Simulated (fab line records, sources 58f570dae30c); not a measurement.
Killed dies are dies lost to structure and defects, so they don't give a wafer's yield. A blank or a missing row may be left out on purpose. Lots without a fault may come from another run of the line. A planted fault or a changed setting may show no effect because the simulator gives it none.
A struck lot beside a sound one | flow berkeley_cmos170 | 43 steps out of a route of 331
Sound: wafers L161.3, L161.4, L161.5. Struck: wafers L181.1, L181.2, L181.3. The cause comes at the end.
At each step with rows: each side's tool, then ch and its chambers, then its first start. Under that, the readings that differ: sound wafers | struck wafers | difference of the means | sigmas: that difference in standard deviations of wafers without a fault.
alike: readings whose means differ by less than 2 such deviations, and words and numbers that are the same on both sides. not compared: withheld readings, readings that some wafer has no value for, bounds like >300 that may hide the same value, and numbers for which the record gives no deviation and whose values overlap.
The two part at a step that has a row with sigmas, a row that says differs or no value, or rows on one side only. Numbers that don't overlap but have no deviation are shown without sigmas and don't part them. A reading that every wafer of one side lacks parts them only if that side has two wafers or more.

first, 2 steps without rows for these wafers: UCB170_NWELL_ANNEAL_03 (time 900 s); UCB170_NWELL_CVD_04 (deposits Si3N4 from SiH2Cl2/NH3, target thk 224 nm, time 3360 s).
UCB170_NWELL_THK_MEAS_05:
  sound on film_metro-01, day 2 23:01; struck on film_metro-03, day 6 16:30
  alike: NWELL_NITRIDE_THK
then, 6 steps without rows for these wafers: UCB170_NWELL_HMDS_06 (prime time 60 s); UCB170_NWELL_COAT_07 (resist thk 900 nm); UCB170_NWELL_SOFTBAKE_08 (time 60 s); UCB170_NWELL_EXPOSE_09 (exposes mask NWELL, target cd 3000 nm); UCB170_NWELL_PEB_10; UCB170_NWELL_DEVELOP_11 (develop time 45 s).
UCB170_NWELL_OVL_MEAS_12:
  sound on overlay-02, day 2 23:58; struck on overlay-02, day 6 17:32
  alike: NWELL_OVL
UCB170_NWELL_ETCH_13: etches Si3N4 in CH3F/Ar/O2, stops on SiO2, target depth 246.4 nm, time 154 s.
  sound on rie_diel-03 ch 1,2,3, day 2 23:59; struck on rie_diel-04 ch 0,2,3, day 6 17:34
  alike: drypump_motor_current_A, oes_product_au, throttle_valve_pct
  not compared: rf_hours_counter_h
then, 1 step without rows for these wafers: UCB170_NWELL_IMPLANT_14.
UCB170_NWELL_STRIP_15: strips in O2.
  sound on plasma_asher-03 ch 0,1, day 3 00:16; struck on plasma_asher-03 ch 0,1, day 6 17:49
  alike: drypump_motor_current_A, o2_flow_sccm, oes_product_au, strip_time_to_endpoint_s
  not compared: rf_hours_counter_h
UCB170_NWELL_TW_MEAS_16:
  sound on film_metro-01, day 3 00:22; struck on film_metro-02, day 6 17:55
  alike: NWELL_TW
then, 6 steps without rows for these wafers: UCB170_NWELL_CLEAN_17 (cleans in SPM, time 600 s); UCB170_NWELL_WET_ETCH_18 (etches Si3N4 in H3PO4, time 14400 s); UCB170_NWELL_WET_ETCH_19 (etches SiO2 in BOE, time 22 s); UCB170_PWELL_CLEAN_00 (cleans in SPM, time 600 s); UCB170_PWELL_CLEAN_01 (cleans in dHF, time 60 s); UCB170_PWELL_OXIDATION_02 (target thk 26.4 nm, ox time 1260 s).
UCB170_PWELL_THK_MEAS_03:
  sound on film_metro-03, day 3 07:23; struck on film_metro-02, day 7 00:46
  alike: PWELL_OXIDE_THK
then, 2 steps without rows for these wafers: UCB170_PWELL_ANNEAL_04 (time 900 s); UCB170_PWELL_CVD_05 (deposits Si3N4 from SiH2Cl2/NH3, target thk 220 nm, time 3300 s).
UCB170_PWELL_THK_MEAS_06:
  sound on film_metro-04, day 3 13:40; struck on film_metro-04, day 7 04:56
  reading                | sound             | struck            | difference | sigmas
  PWELL_NITRIDE_THK (nm) | 222.9 223.3 222.7 | 219.1 218.6 220.3 | -3.6       | -2
then, 6 steps without rows for these wafers: UCB170_PWELL_HMDS_07 (prime time 60 s); UCB170_PWELL_COAT_08 (resist thk 900 nm); UCB170_PWELL_SOFTBAKE_09 (time 60 s); UCB170_PWELL_EXPOSE_10 (exposes mask PWELL, target cd 3000 nm); UCB170_PWELL_PEB_11; UCB170_PWELL_DEVELOP_12 (develop time 45 s).
UCB170_PWELL_OVL_MEAS_13:
  sound on overlay-01, day 3 14:34; struck on overlay-01, day 7 07:07
  alike: PWELL_OVL
UCB170_PWELL_ETCH_14: etches Si3N4 in CH3F/Ar/O2, stops on SiO2, target depth 242 nm, time 151 s.
  sound on rie_diel-01 ch 1,2, day 3 14:35; struck on rie_diel-02 ch 1,2,3, day 7 07:09
  alike: drypump_motor_current_A, oes_product_au, throttle_valve_pct
  not compared: rf_hours_counter_h
then, 1 step without rows for these wafers: UCB170_PWELL_IMPLANT_15.
UCB170_PWELL_STRIP_16: strips in O2.
  sound on plasma_asher-04 ch 0,1, day 3 14:52; struck on plasma_asher-03 ch 0,1, day 7 07:24
  alike: drypump_motor_current_A, o2_flow_sccm, oes_product_au, strip_time_to_endpoint_s
  not compared: rf_hours_counter_h
UCB170_PWELL_TW_MEAS_17:
  sound on film_metro-04, day 3 14:58; struck on film_metro-02, day 7 07:30
  alike: PWELL_TW
then, 5 steps without rows for these wafers: UCB170_PWELL_CLEAN_18 (cleans in SPM, time 600 s); UCB170_PWELL_WET_ETCH_19 (etches Si3N4 in H3PO4, time 14400 s); UCB170_PWELL_WET_ETCH_20 (etches SiO2 in BOE, time 22 s); UCB170_WELLDRIVE_CLEAN_00 (cleans in SPM, time 600 s); UCB170_WELLDRIVE_OXIDATION_01 (target thk 199 nm, ox time 9000 s).
UCB170_WELLDRIVE_THK_MEAS_02:
  sound on film_metro-01, day 4 02:17; struck on film_metro-04, day 7 16:21
  reading                  | sound       | struck      | difference | sigmas
  WELLDRIVE_OXIDE_THK (nm) | 190 191 191 | 201 202 202 | +11        | +3
then, 1 step without rows for these wafers: UCB170_WELLDRIVE_ANNEAL_03 (time 900 s).
-- the record jumps here: 5 days lie between the struck wafers' starts before and after (it left off in module WELLDRIVE and takes up again in module M3, whose first step shown is number 331 of the route) --
UCB170_M3_PROBE_99:
  the record has rows for the struck wafers here (prober-01, day 12 06:14) and none for the sound ones

WHERE THEY PART
First at UCB170_PWELL_THK_MEAS_06; last, within this record, at UCB170_M3_PROBE_99.

WHY: what the simulator had put in
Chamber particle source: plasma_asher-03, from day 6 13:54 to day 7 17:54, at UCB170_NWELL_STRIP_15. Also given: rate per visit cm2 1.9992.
